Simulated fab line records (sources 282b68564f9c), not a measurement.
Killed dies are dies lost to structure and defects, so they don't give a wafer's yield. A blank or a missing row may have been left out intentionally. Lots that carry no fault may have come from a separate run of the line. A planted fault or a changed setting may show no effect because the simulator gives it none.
A lot that was struck, set against a sound lot | flow rit-cmos | 44 out of 202 route steps
Sound: these wafers, L895.1, L895.3, L895.4. Struck: wafers L907.2, L907.3, L907.4. The cause is given at the end.
For every step that has rows: the tool of each side, followed by ch and its chambers, followed by its first start. Under that, the readings that differ: sound wafers | struck wafers | difference of the means | sigmas: that difference in standard deviations of wafers without a fault.
alike: readings whose means differ by less than 2 such deviations, and words and numbers that are the same on both sides. not compared: withheld readings, readings that some wafer has no value for, bounds like >300 that may hide the same value, and numbers for which the record gives no deviation and whose values overlap.
A row with sigmas, a row that says differs or no value, or rows on one side alone: a step with any of these is where the two part. Numbers that don't overlap but have no deviation are shown without sigmas and don't part them. A reading missing from all wafers of one side parts the sides only when that side holds two or more wafers.

first, 3 steps without rows for these wafers: RIT_REOX_CLEAN_01 (cleans in dHF, time 30 s); RIT_REOX_CLEAN_02 (cleans in SC2, time 600 s); RIT_REOX_OXIDATION_03 (target thk 25.2 nm, ox time 5580 s).
RIT_REOX_THK_MEAS_04:
  sound: film-metro-03 at day 3 21:36; struck: film-metro-04 at day 6 09:37
  reading             | sound          | struck         | difference | sigmas
  REOX_OXIDE_THK (nm) | 23.8 24.2 24.6 | 26.0 25.9 25.9 | +1.7       | +3
then, 6 steps without rows for these wafers: RIT_NLDD_HMDS_00 (prime time 60 s); RIT_NLDD_COAT_01 (resist thk 1013 nm); RIT_NLDD_SOFTBAKE_02 (time 60 s); RIT_NLDD_EXPOSE_03 (exposes mask M7, target cd 40700 nm); RIT_NLDD_PEB_04; RIT_NLDD_DEVELOP_05 (develop time 50 s).
RIT_NLDD_OVL_MEAS_06:
  sound: overlay-01 at day 3 22:39; struck: overlay-01 at day 6 10:44
  alike: NLDD_OVL
then, 1 step without rows for these wafers: RIT_NLDD_HARDBAKE_07 (time 60 s).
RIT_NLDD_IMPLANT_08:
  sound on implanter-02 ch 0, day 3 22:50; struck on implanter-03 ch 0, day 6 10:57
  reading                   | sound                | struck               | difference | sigmas
  beam-energy-keV           | 19.999 19.993 20.008 | 21.577 21.563 21.570 | +1.570     | +99 or more
  model.implant.rp-nm (nm)  | 27.49 27.49 27.49    | 28.07 28.07 28.07    | +0.58      |
  model.implant.drp-nm (nm) | 12.97 12.97 12.97    | 13.57 13.57 13.57    | +0.60      |
  alike: dose-ions-cm2
RIT_NLDD_STRIP_09: strips in O2, time 180 s.
  sound on plasma-asher-03 ch 0,1, day 3 22:59; struck on plasma-asher-03 ch 0,1, day 6 11:04
  alike: drypump-motor-current-A
  not compared: rf-hours-counter-h
RIT_NLDD_TW_MEAS_10:
  sound: film-metro-01 at day 3 23:10; struck: film-metro-01 at day 6 11:16
  alike: NLDD_TW
then, 6 steps without rows for these wafers: RIT_PLDD_HMDS_00 (prime time 60 s); RIT_PLDD_COAT_01 (resist thk 1000 nm); RIT_PLDD_SOFTBAKE_02 (time 60 s); RIT_PLDD_EXPOSE_03 (exposes mask M8, target cd 40900 nm); RIT_PLDD_PEB_04; RIT_PLDD_DEVELOP_05 (develop time 50 s).
RIT_PLDD_OVL_MEAS_06:
  sound: overlay-02 at day 4 00:12; struck: overlay-01 at day 6 12:17
  alike: PLDD_OVL
then, 2 steps without rows for these wafers: RIT_PLDD_HARDBAKE_07 (time 60 s); RIT_PLDD_IMPLANT_08.
RIT_PLDD_STRIP_09: strips in O2, time 180 s.
  sound on plasma-asher-04 ch 0,1, day 4 00:32; struck on plasma-asher-04 ch 0,1, day 6 12:37
  alike: drypump-motor-current-A
  not compared: rf-hours-counter-h
RIT_PLDD_TW_MEAS_10:
  sound: film-metro-01 at day 4 00:43; struck: film-metro-01 at day 6 12:48
  alike: PLDD_TW
then, 4 steps without rows for these wafers: RIT_SPACER_CLEAN_00 (cleans in SC1, time 600 s); RIT_SPACER_CLEAN_01 (cleans in dHF, time 30 s); RIT_SPACER_CLEAN_02 (cleans in SC2, time 600 s); RIT_SPACER_CVD_03 (deposits Si3N4 from SiH2Cl2/NH3, target thk 250 nm, time 3300 s).
RIT_SPACER_THK_MEAS_04:
  sound: film-metro-03 at day 4 03:03; struck: film-metro-02 at day 6 15:10
  alike: SPACER_NITRIDE_THK
RIT_SPACER_ETCHBACK_05: etches Si3N4 in SF6/CHF3, stops on SiO2, target depth 250 nm, time 240 s.
  sound on rie-diel-03 ch 0,2,3, day 4 03:07; struck on rie-diel-04 ch 0,1,2, day 6 15:13
  alike: drypump-motor-current-A, oes-product-au, throttle-valve-pct
  not compared: rf-hours-counter-h
then, 6 steps without rows for these wafers: RIT_NSD_HMDS_00 (prime time 60 s); RIT_NSD_COAT_01 (resist thk 1000 nm); RIT_NSD_SOFTBAKE_02 (time 60 s); RIT_NSD_EXPOSE_03 (exposes mask M9, target cd 40700 nm); RIT_NSD_PEB_04; RIT_NSD_DEVELOP_05 (develop time 50 s).
RIT_NSD_OVL_MEAS_06:
  sound: overlay-01 at day 4 04:14; struck: overlay-01 at day 6 16:26
  alike: NSD_OVL
then, 2 steps without rows for these wafers: RIT_NSD_HARDBAKE_07 (time 60 s); RIT_NSD_IMPLANT_08.
RIT_NSD_STRIP_09: strips in O2, time 180 s.
  sound on plasma-asher-04 ch 0,1, day 4 04:34; struck on plasma-asher-03 ch 0,1, day 6 16:46
  reading                     | sound       | struck      | difference | sigmas
  drypump-motor-current-A (A) | 6.7 5.4 6.7 | 5.3 5.3 5.5 | -0.9       | -2
  not compared: rf-hours-counter-h
RIT_SDANNEAL_RS_MEAS_07: a four-point-probe measurement.
  sound: film-metro-04 at day 4 07:08; struck: film-metro-04 at day 6 19:21
  reading          | sound             | struck            | difference | sigmas
  NLDD_RS (ohm/sq) | 152.0 152.0 152.4 | 150.1 150.6 151.3 | -1.5       | -3
RIT_M1_PROBE_99:
  sound: prober-01 at day 4 14:02; struck: prober-01 at day 7 02:23
  reading                      | sound             | struck            | difference | sigmas
  model.etest.nldd.rs-ohm-sq   | 356.3 359.7 371.1 | 386.6 385.3 385.3 | +23.4      |
  model.etest.nldd.line-ohm-um | 108.8 111.6 115.4 | 119.6 118.3 121.2 | +7.8       |
  alike: killed_at_M0_to_M3, killed-at-front-end, killed-dies, killed-open, killed-short

## WHERE THEY PART
At RIT_REOX_THK_MEAS_04 first; at RIT_SDANNEAL_RS_MEAS_07 last (within this record only). Later steps at which nothing parts them and some readings are alike: RIT_M1_PROBE_99.

WHY: the cause the simulator had injected
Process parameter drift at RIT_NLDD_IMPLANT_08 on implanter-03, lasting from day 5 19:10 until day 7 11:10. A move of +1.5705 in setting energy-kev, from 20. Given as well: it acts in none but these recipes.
